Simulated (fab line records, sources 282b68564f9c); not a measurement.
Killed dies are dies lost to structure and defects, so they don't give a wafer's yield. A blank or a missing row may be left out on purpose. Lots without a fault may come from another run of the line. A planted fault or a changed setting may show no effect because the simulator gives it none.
Problem report in the 8D (eight disciplines) form, filled by code | flow rit_cmos | the parts of the form that need people (team, actions taken, sign-off) are left out

1. THE PROBLEM
spin_speed_rpm at RIT_NSD_COAT_01 reads a mean of 3085.2 rpm on 9 wafers of 3 lots; wafers without a fault read 3249.8 rpm with a standard deviation of 2.2. That is -75 standard deviations from the usual mean.
The step: resist thk 1000 nm.
First seen on wafer L343.1, day 5 02:59, on litho_track-04. The record holds 45 wafers of 15 lots with a number at this step. Rule for "out", or "out of limits": more than 4 standard deviations from the usual mean. The other wafers with a number count as sound.

2. WHAT IT IS AND WHAT IT IS NOT
question                    | is                     | is not
which readings at this step | spin_speed_rpm         | -
which lots                  | L343, L345, L346       | L335, L337, L339, L340, L341, L342, L344, L349, L354, L355, L356, L357
which wafers of those lots  | all that have a number | -
read on which tools         | litho_track-04         | litho_track-02, litho_track-03
when                        | from day 5 02:59       | up to then (18 sound wafers); but 18 sound wafers of L344, L349, L354, L355, L356, L357 came after

3. SUSPECTS, AND WHAT RULES EACH OUT
Counting: a tool at a process step up to the reading stays a suspect if it ran every lot that is out and no sound lot after the first of them.
- litho_track-04 at RIT_NSD_COAT_01 (resist thk 1000 nm): kept. It ran every lot that is out, first L343 (day 5 02:59), and no sound lot after that; its last sound lot up to then is L342 (day 4 22:29). Its own readings are out on those wafers: spin_speed_rpm.
Left after counting: litho_track-04 at RIT_NSD_COAT_01.

4. THE CAUSE (what the simulator had put in)
Process parameter drift: litho_track-04, from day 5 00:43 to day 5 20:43, at RIT_NSD_COAT_01. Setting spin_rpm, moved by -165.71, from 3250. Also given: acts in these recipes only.
Counting left only this tool.

5. THE CHAIN OF EFFECTS, in route order
Each row: a reading whose mean over the struck wafers that have a number lies more than 3 standard deviations from the usual. Only readings for which the record gives a usual standard deviation are gone through. hours: the time from each lot's start at the first step in this table that gives one to its start at this step, as a median over the lots. sigmas: the change in usual standard deviations.
hours | step            | reading        | usual      | on struck wafers | change | sigmas
0     | RIT_NSD_COAT_01 | spin_speed_rpm | 3249.8 rpm | 3085.2           | -164.6 | -75
The process steps in it:
- RIT_NSD_COAT_01: resist thk 1000 nm.
Later measuring or inspecting steps at which every struck wafer that the step has a row for has a number for every such reading, and none has moved that far: RIT_SDANNEAL_RS_MEAS_04.

6. WHAT WOULD HAVE CAUGHT IT SOONER
In this record the first reading out of limits was taken at day 5 02:59, 2 hours after the fault began at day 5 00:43.
